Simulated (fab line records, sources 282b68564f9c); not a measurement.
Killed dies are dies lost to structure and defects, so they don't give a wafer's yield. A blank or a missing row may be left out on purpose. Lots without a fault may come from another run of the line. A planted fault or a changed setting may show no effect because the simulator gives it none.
A struck lot beside a sound one | flow rit_cmos | 17 steps out of a route of 202
Sound: wafers L157.2, L157.3, L157.6. Struck: wafers L162.2, L162.5, L162.6. The cause comes at the end.
At each step with rows: each side's tool, then ch and its chambers, then its first start. Under that, the readings that differ: sound wafers | struck wafers | difference of the means | sigmas: that difference in standard deviations of wafers without a fault.
alike: readings whose means differ by less than 2 such deviations, and words and numbers that are the same on both sides. not compared: withheld readings, readings that some wafer has no value for, bounds like >300 that may hide the same value, and numbers for which the record gives no deviation and whose values overlap.
The two part at a step that has a row with sigmas, a row that says differs or no value, or rows on one side only. Numbers that don't overlap but have no deviation are shown without sigmas and don't part them. A reading that every wafer of one side lacks parts them only if that side has two wafers or more.

first, 2 steps without rows for these wafers: RIT_NRETRO_HARDBAKE_07 (time 120 s); RIT_NRETRO_IMPLANT_08.
RIT_NRETRO_STRIP_09: strips in O2, time 180 s.
  sound on plasma_asher-02 ch 0,1, day 3 05:47; struck on plasma_asher-03 ch 0,1, day 4 08:07
  alike: drypump_motor_current_A, rf_refl_power_W
  not compared: rf_hours_counter_h
RIT_NRETRO_TW_MEAS_10:
  sound on film_metro-04, day 3 05:58; struck on film_metro-02, day 4 08:18
  alike: NRETRO_TW
then, 6 steps without rows for these wafers: RIT_PRETRO_HMDS_00 (prime time 60 s); RIT_PRETRO_COAT_01 (resist thk 1300 nm); RIT_PRETRO_SOFTBAKE_02 (time 60 s); RIT_PRETRO_EXPOSE_03 (exposes mask M5, target cd 43700 nm); RIT_PRETRO_PEB_04; RIT_PRETRO_DEVELOP_05 (develop time 68 s).
RIT_PRETRO_OVL_MEAS_06:
  sound on overlay-02, day 3 06:55; struck on overlay-02, day 4 09:14
  alike: PRETRO_OVL
then, 1 step without rows for these wafers: RIT_PRETRO_HARDBAKE_07 (time 120 s).
RIT_PRETRO_IMPLANT_08:
  sound on implanter-04 ch 0, day 3 07:13; struck on implanter-03 ch 0, day 4 09:32
  reading                          | sound                     | struck                         | difference | sigmas
  beam_on_s (s)                    | 10.15 10.15 10.29         | 12.34 11.90 12.00              | +1.88      | +9
  end_station_pressure_torr (Torr) | 5.83e-06 5.67e-06 4.9e-06 | 9.049e-05 9.919e-05 0.00010399 | +9.242e-05 | +99 or more
  faraday_current_uA               | 37.5 37.5 36.8            | 31.2 32.4 31.9                 | -5.4       | -7
  alike: dose_ions_cm2
RIT_PRETRO_STRIP_09: strips in O2, time 180 s.
  sound on plasma_asher-01 ch 0,1, day 3 07:20; struck on plasma_asher-04 ch 0,1, day 4 09:40
  alike: drypump_motor_current_A, rf_refl_power_W
  not compared: rf_hours_counter_h
RIT_PRETRO_TW_MEAS_10:
  sound on film_metro-02, day 3 07:31; struck on film_metro-01, day 4 09:51
  reading   | sound       | struck      | difference | sigmas
  PRETRO_TW | 477 476 477 | 497 496 494 | +19        | +4
then, 1 step without rows for these wafers: RIT_GATE_WET_ETCH_00 (etches SiO2 in BOE, target depth 56 nm, time 60 s).
RIT_M1_PROBE_99:
  sound on prober-02, day 4 10:42; struck on prober-01, day 5 13:19
  reading                                    | sound               | struck               | difference | sigmas
  model.etest.nmos_0p3.r_on_ohm_um           | 2131 2124 2127      | 2264 2273 2286       | +147       |
  model.etest.nmos_0p15.r_on_ohm_um          | 1116 1124 1123      | 1160 1175 1177       | +50        |
  model.etest.nmos_turned.drive_ua_um        | 333.6 331.9 321.3   | 299.3 295.3 291.6    | -33.5      |
  model.etest.nmos_0p15.drive_ua_um          | 467.1 475.6 476.7   | 437.9 437.6 432.1    | -37.3      |
  model.etest.nmos_0p3.drive_ua_um           | 227.6 228.8 231.1   | 202.3 203.1 203.8    | -26.1      |
  model.etest.nmos_narrow.drive_ua_um        | 228.3 229.8 232.8   | 204.8 207.6 208.1    | -23.5      |
  model.etest.nmos_0p15.off_log10_a_um       | -10.15 -9.948 -9.76 | -10.71 -10.58 -10.96 | -0.80      |
  model.etest.retro_edge_nmos.off_log10_a_um | -10.22 -9.844 -9.52 | -10.45 -10.51 -10.84 | -0.74      |
  alike: killed_at_front_end, killed_dies, killed_on_rim, killed_open, killed_short

WHERE THEY PART
First at RIT_PRETRO_IMPLANT_08; last, within this record, at RIT_PRETRO_TW_MEAS_10. Later steps at which nothing parts them and some readings are alike: RIT_M1_PROBE_99.

WHY: what the simulator had put in
Process parameter drift: implanter-03, from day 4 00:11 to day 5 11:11, at RIT_PRETRO_IMPLANT_08. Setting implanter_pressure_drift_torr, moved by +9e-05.
Process parameter drift: implanter-03, from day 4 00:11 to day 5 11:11, at RIT_PRETRO_IMPLANT_08. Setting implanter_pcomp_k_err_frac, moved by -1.
